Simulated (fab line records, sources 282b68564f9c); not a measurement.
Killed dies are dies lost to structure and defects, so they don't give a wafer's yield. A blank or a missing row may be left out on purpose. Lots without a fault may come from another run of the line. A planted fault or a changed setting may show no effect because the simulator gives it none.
fab line records | flow rit_cmos
record lots=15 wafers=45 last_day=8
route steps=202 shown GATE@83 NLDD@111 PLDD@120 M1@202
lots that met no fault: from a run of the same line without faults
start_h: hours from the record's first day to the start of the lot's first wafer shown | wait_h: hours since the lot's step before | " the same as in the row above | L1.1+2: a row that stands for several wafers | - no value, or no start given | * or withheld: withheld | < > ~ a bound
route shown NAME@n: a module of which the file shows steps, and the number in the route of the first | usual: mean/standard deviation of fault-free wafers | same: alike in all rows | chamber/n: place in a boat | sites: the reading at each site | _std_site: their standard deviation | _edge_site: outer sites' mean less inner sites' | radius_mm: how far each site lies from the wafer's centre | mask NAME#n: copy n | behind: the tool/chamber that last shaped the wafer | hold: why the lot was held/for how many hours/how that ended | device: the transistor (n, p or np) that didn't switch | end of line: the same wafers' tests at the end of the route | a step without rows: its recipe alone | killed: dies lost to structure and defects at the first sort, not the wafer's yield | map: a wafer's dies, x killed, . not, _ none there
set.NAME: the setting as run; set.NAME@STEP: as run at that earlier step | model.NAME: the simulator's own value behind a step, which no gauge read
steps of the route over a sample of lots; a table a step, a row a wafer
services: from which hour (start_h, from the record's first day; less than 0 if before it) a tool's chamber was out of use, for how many hours, and why
## steps
# step RIT_GATE_THK_MEAS_07
# recipe reads=SiO2_of_GATE_OXIDATION_05
# usual GATE_OXIDE_THK=3.00/0.072
# columns lot.wafer tool chamber start_h wait_h GATE_OXIDE_THK[nm]
L294.1 film_metro-03 - 40.29 0.0 2.99
L294.4 " - " " 3.07
L294.6 " - " " 2.99
L295.2 film_metro-03 - 44.21 0.0 2.98
L295.3 " - " " 3.08
L295.4 " - " " 3.01
L298.3 film_metro-01 - 58.75 0.0 3.00
L298.4 " - " " 2.97
L298.5 " - " " 2.90
L300.1 film_metro-01 - 64.48 0.0 3.08
L300.4 " - " " 3.01
L300.5 " - " " 3.06
L301.1 film_metro-01 - 74.58 0.0 3.12
L301.2 " - " " 3.09
L301.6 " - " " 3.13
L302.3 film_metro-01 - 75.92 0.0 2.98
L302.5 " - " " 3.00
L302.6 " - " " 3.06
L308.2 film_metro-01 - 106.60 0.0 3.03
L308.4 " - " " 3.05
L308.6 " - " " 2.98
L309.3 film_metro-01 - 117.38 0.0 3.00
L309.5 " - " " 2.95
L309.6 " - " " 2.97
L310.1 film_metro-01 - 120.62 0.0 2.88
L310.5 " - " " 2.85
L310.6 " - " " 2.79
L312.1 film_metro-04 - 131.17 0.0 3.13
L312.2 " - " " 3.09
L312.5 " - " " 3.13
L313.1 film_metro-04 - 144.71 0.0 2.82
L313.3 " - " " 2.96
L313.6 " - " " 2.93
L314.2 film_metro-01 - 148.80 0.0 3.02
L314.3 " - " " 2.88
L314.4 " - " " 2.96
L315.2 film_metro-04 - 148.80 0.0 3.04
L315.5 " - " " 2.99
L315.6 " - " " 2.92
L316.2 film_metro-04 - 153.61 0.0 2.94
L316.4 " - " " 2.97
L316.6 " - " " 2.93
L317.1 film_metro-01 - 160.72 0.0 2.94
L317.4 " - " " 3.01
L317.6 " - " " 2.98
# step RIT_GATE_CD_MEAS_90
# recipe target_cd_nm=150
# usual cd_nm=147/3.2
# columns lot.wafer tool chamber start_h wait_h cd_nm
L294.1 cd_sem-02 - 43.46 0.1 143
L294.4 " - " " 143
L294.6 " - " " 147
L295.2 cd_sem-01 - 48.37 0.1 151
L295.3 " - " " 148
L295.4 " - " " 149
L298.3 cd_sem-01 - 65.66 0.1 145
L298.4 " - " " 147
L298.5 " - " " 144
L300.1 cd_sem-01 - 68.66 0.1 152
L300.4 " - " " 150
L300.5 " - " " 152
L301.1 cd_sem-02 - 78.49 0.1 150
L301.2 " - " " 149
L301.6 " - " " 148
L302.3 cd_sem-02 - 79.57 0.1 137
L302.5 " - " " 137
L302.6 " - " " 142
L308.2 cd_sem-02 - 110.49 0.1 146
L308.4 " - " " 144
L308.6 " - " " 147
L309.3 cd_sem-02 - 120.70 0.1 142
L309.5 " - " " 139
L309.6 " - " " 143
L310.1 cd_sem-01 - 125.14 0.1 146
L310.5 " - " " 146
L310.6 " - " " 145
L312.1 cd_sem-02 - 134.47 0.1 146
L312.2 " - " " 147
L312.5 " - " " 147
L313.1 cd_sem-02 - 148.01 0.1 146
L313.3 " - " " 145
L313.6 " - " " 148
L314.2 cd_sem-01 - 152.11 0.1 145
L314.3 " - " " 145
L314.4 " - " " 147
L315.2 cd_sem-01 - 152.35 0.1 150
L315.5 " - " " 147
L315.6 " - " " 147
L316.2 cd_sem-02 - 156.92 0.1 149
L316.4 " - " " 150
L316.6 " - " " 149
L317.1 cd_sem-02 - 164.22 0.1 151
L317.4 " - " " 150
L317.6 " - " " 151
# step RIT_NLDD_IMPLANT_08
# recipe species=P energy_kev=20 dose_cm2=5e+14 tilt_deg=7
# usual dose_ions_cm2=5e+14/5.5e+11 end_station_pressure_torr=6.2e-06/3.5e-07 faraday_current_uA=1576/32
# columns lot.wafer tool chamber start_h wait_h dose_ions_cm2 end_station_pressure_torr faraday_current_uA
L294.1 implanter-01 0 48.20 0.1 5e+14 5.9e-06 1593
L294.4 " 0 " " 4.993e+14 6.2e-06 1587
L294.6 " 0 " " 5.007e+14 6.3e-06 1520
L295.2 implanter-01 0 53.42 0.1 5.001e+14 5.9e-06 1557
L295.3 " 0 " " 5.002e+14 6e-06 1619
L295.4 " 0 " " 5.001e+14 6e-06 1577
L298.3 implanter-03 0 70.87 0.1 5e+14 6.6e-06 1549
L298.4 " 0 " " 4.995e+14 6.6e-06 1568
L298.5 " 0 " " 5.005e+14 6e-06 1551
L300.1 implanter-01 0 74.24 0.1 1.007e+14 4.9e-06 313
L300.4 " 0 " " 9.99e+13 5e-06 310
L300.5 " 0 " " 9.93e+13 5.4e-06 311
L301.1 implanter-01 0 82.66 0.1 9.98e+13 5e-06 321
L301.2 " 0 " " 9.94e+13 5.3e-06 317
L301.6 " 0 " " 9.95e+13 5.1e-06 325
L302.3 implanter-01 0 84.19 0.1 9.97e+13 5e-06 308
L302.5 " 0 " " 1.01e+14 5.1e-06 322
L302.6 " 0 " " 9.97e+13 5.1e-06 319
L308.2 implanter-02 0 118.09 0.1 5.003e+14 6e-06 1550
L308.4 " 0 " " 5.004e+14 6.1e-06 1591
L308.6 " 0 " " 5.01e+14 6.1e-06 1613
L309.3 implanter-03 0 126.82 0.1 4.988e+14 6.5e-06 1561
L309.5 " 0 " " 4.994e+14 6e-06 1602
L309.6 " 0 " " 4.989e+14 6.5e-06 1587
L310.1 implanter-02 0 129.40 0.1 5.005e+14 5.7e-06 1617
L310.5 " 0 " " 4.995e+14 5.9e-06 1553
L310.6 " 0 " " 5.005e+14 6.3e-06 1570
L312.1 implanter-03 0 139.53 0.1 4.993e+14 6.4e-06 1576
L312.2 " 0 " " 5.004e+14 5.9e-06 1593
L312.5 " 0 " " 5.006e+14 5.8e-06 1537
L313.1 implanter-02 0 155.81 0.1 4.995e+14 5.9e-06 1564
L313.3 " 0 " " 4.997e+14 6.5e-06 1532
L313.6 " 0 " " 5.001e+14 5.9e-06 1538
L314.2 implanter-01 0 161.76 0.1 4.994e+14 6.5e-06 1544
L314.3 " 0 " " 4.992e+14 6.3e-06 1582
L314.4 " 0 " " 5.003e+14 6.2e-06 1581
L315.2 implanter-03 0 161.85 0.1 4.999e+14 6.7e-06 1598
L315.5 " 0 " " 5.015e+14 6.8e-06 1553
L315.6 " 0 " " 5.006e+14 5.9e-06 1632
L316.2 implanter-02 0 162.13 0.1 5.007e+14 6.2e-06 1531
L316.4 " 0 " " 5.01e+14 6.6e-06 1580
L316.6 " 0 " " 5.01e+14 5.9e-06 1564
L317.1 implanter-01 0 172.34 0.1 4.996e+14 6.9e-06 1597
L317.4 " 0 " " 5.004e+14 6.1e-06 1580
L317.6 " 0 " " 5.004e+14 5.8e-06 1516
# step RIT_NLDD_TW_MEAS_10
# usual NLDD_TW=2488/18
# columns lot.wafer tool chamber start_h wait_h NLDD_TW
L294.1 film_metro-02 - 48.53 0.1 2503
L294.4 " - " " 2512
L294.6 " - " " 2518
L295.2 film_metro-03 - 53.73 0.1 2490
L295.3 " - " " 2490
L295.4 " - " " 2508
L298.3 film_metro-01 - 71.17 0.1 2466
L298.4 " - " " 2458
L298.5 " - " " 2471
L300.1 film_metro-03 - 74.56 0.1 1544
L300.4 " - " " 1544
L300.5 " - " " 1534
L301.1 film_metro-01 - 82.98 0.1 1553
L301.2 " - " " 1544
L301.6 " - " " 1544
L302.3 film_metro-03 - 84.48 0.1 1554
L302.5 " - " " 1569
L302.6 " - " " 1566
L308.2 film_metro-01 - 118.40 0.1 2456
L308.4 " - " " 2462
L308.6 " - " " 2467
L309.3 film_metro-01 - 127.12 0.1 2484
L309.5 " - " " 2489
L309.6 " - " " 2496
L310.1 film_metro-01 - 129.72 0.1 2491
L310.5 " - " " 2491
L310.6 " - " " 2492
L312.1 film_metro-01 - 139.86 0.1 2496
L312.2 " - " " 2500
L312.5 " - " " 2482
L313.1 film_metro-02 - 156.13 0.1 2505
L313.3 " - " " 2506
L313.6 " - " " 2498
L314.2 film_metro-02 - 162.07 0.1 2512
L314.3 " - " " 2506
L314.4 " - " " 2492
L315.2 film_metro-03 - 162.16 0.1 2499
L315.5 " - " " 2478
L315.6 " - " " 2500
L316.2 film_metro-02 - 162.44 0.1 2503
L316.4 " - " " 2519
L316.6 " - " " 2518
L317.1 film_metro-02 - 172.66 0.1 2513
L317.4 " - " " 2511
L317.6 " - " " 2518
# step RIT_PLDD_OVL_MEAS_06
# usual PLDD_OVL=0.8/1.4
# columns lot.wafer tool chamber start_h wait_h PLDD_OVL[nm]
L294.1 overlay-02 - 49.56 - 1.3
L294.4 " - " " 2.0
L294.6 " - " " 1.8
L295.2 overlay-01 - 54.79 - 0.9
L295.3 " - " " 0.2
L295.4 " - " " 0.0
L298.3 overlay-01 - 72.20 - 0.2
L298.4 " - " " -1.6
L298.5 " - " " 0.6
L300.1 overlay-02 - 75.60 - 0.5
L300.4 " - " " 1.1
L300.5 " - " " -0.2
L301.1 overlay-02 - 83.89 - -1.8
L301.2 " - " " -0.1
L301.6 " - " " -0.4
L302.3 overlay-02 - 85.39 - -0.8
L302.5 " - " " 1.3
L302.6 " - " " 2.4
L308.2 overlay-02 - 119.43 - 2.2
L308.4 " - " " 0.9
L308.6 " - " " 2.4
L309.3 overlay-02 - 128.02 - 1.8
L309.5 " - " " 2.0
L309.6 " - " " 3.5
L310.1 overlay-01 - 130.63 - 4.3
L310.5 " - " " 0.1
L310.6 " - " " 0.7
L312.1 overlay-02 - 140.89 - -0.5
L312.2 " - " " -2.5
L312.5 " - " " 0.3
L313.1 overlay-02 - 157.17 - 3.0
L313.3 " - " " 2.9
L313.6 " - " " 2.0
L314.2 overlay-02 - 163.01 - 1.2
L314.3 " - " " 0.1
L314.4 " - " " 0.3
L315.2 overlay-01 - 163.29 - 2.3
L315.5 " - " " 3.3
L315.6 " - " " 2.1
L316.2 overlay-02 - 163.55 - 1.0
L316.4 " - " " 1.5
L316.6 " - " " 0.5
L317.1 overlay-01 - 173.57 - -0.4
L317.4 " - " " 0.7
L317.6 " - " " 2.2
# step RIT_SDANNEAL_RS_MEAS_07
# recipe thk_meas_gauge=four-point-probe
# usual NLDD_RS=151.3/0.49
# columns lot.wafer tool chamber start_h wait_h NLDD_RS[ohm/sq]
L294.1 film_metro-03 - 56.42 0.1 151.0
L294.4 " - " " 151.2
L294.6 " - " " 150.9
L295.2 film_metro-03 - 63.05 0.1 150.2
L295.3 " - " " 150.8
L295.4 " - " " 150.9
L298.3 film_metro-03 - 79.30 0.1 151.7
L298.4 " - " " 152.2
L298.5 " - " " 151.5
L300.1 film_metro-03 - 82.90 0.1 519.5
L300.4 " - " " 518.0
L300.5 " - " " 524.1
L301.1 film_metro-01 - 91.70 0.1 499.2
L301.2 " - " " 505.5
L301.6 " - " " 507.0
L302.3 film_metro-02 - 92.49 0.1 501.6
L302.5 " - " " 503.0
L302.6 " - " " 501.6
L308.2 film_metro-03 - 126.47 0.1 150.5
L308.4 " - " " 151.4
L308.6 " - " " 150.9
L309.3 film_metro-01 - 134.97 0.1 151.4
L309.5 " - " " 151.4
L309.6 " - " " 151.2
L310.1 film_metro-01 - 137.48 0.1 151.5
L310.5 " - " " 151.7
L310.6 " - " " 151.6
L312.1 film_metro-03 - 147.63 0.1 151.5
L312.2 " - " " 152.0
L312.5 " - " " 151.5
L313.1 film_metro-01 - 164.14 0.1 151.8
L313.3 " - " " 151.7
L313.6 " - " " 151.6
L314.2 film_metro-01 - 170.06 0.1 151.6
L314.3 " - " " 151.5
L314.4 " - " " 151.3
L315.2 film_metro-03 - 170.37 0.1 150.4
L315.5 " - " " 150.4
L315.6 " - " " 150.6
L316.2 film_metro-01 - 171.94 0.1 151.2
L316.4 " - " " 151.1
L316.6 " - " " 151.4
L317.1 film_metro-02 - 180.41 0.1 152.1
L317.4 " - " " 150.9
L317.6 " - " " 151.4
# step RIT_M1_PROBE_99
# usual killed_at_M0_to_M3=0.0/0.23 killed_at_contacts=0.1/0.23 killed_at_front_end=7/3 killed_dies=7/3 killed_open=3.3/2.1 killed_short=3.7/1.9
# same gross_dies=264 killed_at_M4_up=0 killed_at_back_side=0 killed_at_other=0
# columns lot.wafer tool chamber start_h wait_h killed_at_M0_to_M3 killed_at_contacts killed_at_front_end killed_dies killed_open killed_short
L300.1 prober-02 - 89.92 0.1 0 0 4 4 2 2
L300.4 prober-02 - 90.07 0.2 0 0 8 8 6 2
L300.5 prober-02 - 90.12 0.2 0 0 4 4 3 1
L308.2 prober-02 - 133.41 0.1 0 0 4 4 0 4
L308.4 prober-02 - 133.51 0.2 0 0 5 5 4 1
L308.6 prober-02 - 133.61 0.2 0 0 6 6 2 4
L309.3 prober-01 - 142.16 0.2 0 0 7 7 3 4
L309.5 prober-01 - 142.26 0.2 0 0 4 4 2 2
L309.6 prober-01 - 142.31 0.2 0 0 9 9 6 3
L310.1 prober-02 - 144.64 0.1 0 0 5 5 2 3
L310.5 prober-02 - 144.84 0.2 0 0 4 4 3 1
L310.6 prober-02 - 144.89 0.2 0 0 3 3 3 0
L312.1 prober-02 - 154.79 0.1 0 0 5 5 2 3
L312.2 prober-02 - 154.84 0.1 0 0 4 4 3 1
L312.5 prober-02 - 154.99 0.2 0 0 9 9 4 5
L315.2 prober-01 - 178.81 0.1 0 1 10 11 6 5
L315.5 prober-01 - 178.96 0.2 0 0 7 7 5 2
L315.6 prober-01 - 179.01 0.2 0 0 14 14 5 9
# killed by level:class
L300.1 GATE:geometric_particle:open=1 GATE:geometric_particle:short=1 REOX:geometric_particle:short=1 REOX:geometric_particle:open=1
L300.4 GATE:geometric_particle:open=6 GATE:geometric_particle:short=1 SILICIDE:geometric_particle:short=1
L300.5 GATE:geometric_particle:open=1 REOX:geometric_particle:short=1 SPACER:geometric_particle:open=1 SILICIDE:geometric_particle:open=1
L308.2 SPACER:geometric_particle:short=2 GATE:geometric_particle:short=1 REOX:geometric_particle:short=1
L308.4 FOX2:geometric_particle:open=3 SILICIDE:geometric_particle:short=1 SILICIDE:geometric_particle:open=1
L308.6 FOX2:geometric_particle:short=2 FOX2:geometric_particle:open=1 GATE:geometric_particle:open=1 GATE:geometric_particle:short=1 REOX:geometric_particle:short=1
L309.3 GATE:geometric_particle:open=2 GATE:geometric_particle:short=2 FOX1:geometric_particle:open=1 FOX1:geometric_particle:short=1 SPACER:geometric_particle:short=1
L309.5 FOX1:geometric_particle:open=1 GATE:geometric_particle:open=1 GATE:geometric_particle:short=1 SPACER:geometric_particle:short=1
L309.6 REOX:geometric_particle:open=3 FOX1:geometric_particle:open=2 FOX1:geometric_particle:short=1 GATE:geometric_particle:short=1 SPACER:geometric_particle:open=1 SILICIDE:geometric_particle:short=1
L310.1 REOX:geometric_particle:short=2 FOX1:geometric_particle:open=1 GATE:geometric_particle:short=1 GATE:geometric_particle:open=1
L310.5 GATE:geometric_particle:open=2 GATE:geometric_particle:short=1 SILICIDE:geometric_particle:open=1
L310.6 FOX2:geometric_particle:open=2 REOX:geometric_particle:open=1
L312.1 FOX1:geometric_particle:short=1 GATE:geometric_particle:short=1 GATE:geometric_particle:open=1 REOX:geometric_particle:open=1 REOX:geometric_particle:short=1
L312.2 FOX1:geometric_particle:open=1 GATE:geometric_particle:open=1 REOX:geometric_particle:open=1 REOX:geometric_particle:short=1
L312.5 FOX1:geometric_particle:short=3 GATE:geometric_particle:open=2 REOX:geometric_particle:short=1 SPACER:geometric_particle:open=1 SILICIDE:geometric_particle:short=1 SILICIDE:geometric_particle:open=1
L315.2 FOX2:geometric_particle:short=2 GATE:geometric_particle:short=2 REOX:geometric_particle:open=2 SPACER:geometric_particle:open=2 GATE:geometric_particle:open=1 SPACER:geometric_particle:short=1 CONTACT:geometric_particle:open=1
L315.5 FOX2:geometric_particle:open=2 FOX1:geometric_particle:open=1 FOX2:geometric_particle:short=1 GATE:geometric_particle:open=1 REOX:geometric_particle:short=1 SPACER:geometric_particle:open=1
L315.6 GATE:geometric_particle:short=4 FOX2:geometric_particle:short=3 GATE:geometric_particle:open=3 REOX:geometric_particle:open=2 FOX1:geometric_particle:short=1 REOX:geometric_particle:short=1
## services
# columns tool chamber start_h hours kind
implanter-02 - 38.81 0.6 repair
implanter-02 - 51.31 1.7 repair
implanter-03 - 53.99 5.0 repair
implanter-02 - 57.66 3.1 repair
implanter-01 - 66.37 3.4 repair
implanter-01 - 132.09 2.8 pm
implanter-02 - 142.47 5.3 pm
## key
first_sign step=RIT_NLDD_IMPLANT_08 reading=dose_ions_cm2 direction=down sigmas=99+ usual=5e+14 struck=9.99e+13
effect step=RIT_NLDD_IMPLANT_08 reading=faraday_current_uA direction=down sigmas=39 usual=1576 struck=316
effect step=RIT_NLDD_TW_MEAS_10 reading=NLDD_TW direction=down sigmas=52 usual=2488 struck=1550
effect step=RIT_SDANNEAL_RS_MEAS_07 reading=NLDD_RS direction=up sigmas=99+ usual=151.3 struck=508.8
met_at RIT_NLDD_IMPLANT_08
struck_lots L300,L301,L302
tester_left_out L300,L301,L302
not_acting_at RIT_GATE_THK_MEAS_07,RIT_GATE_CD_MEAS_90,RIT_PLDD_OVL_MEAS_06
onset_between 53.42 74.24
fault kind=process_parameter_drift tool=implanter-01 chamber=- onset_h=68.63 steps=RIT_NLDD_IMPLANT_08 channel=dose_cm2 offset=-4e+14 shape=step end_h=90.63 acts_in=these_recipes_only stated=5e+14
# tester_left_out: of these lots the tester's yield and bins aren't shown, on N5 and GAA mostly nor the transistor test; their killed dies are dies lost to structure and defects alone, not to doping, threshold or leakage, so they don't give the yield
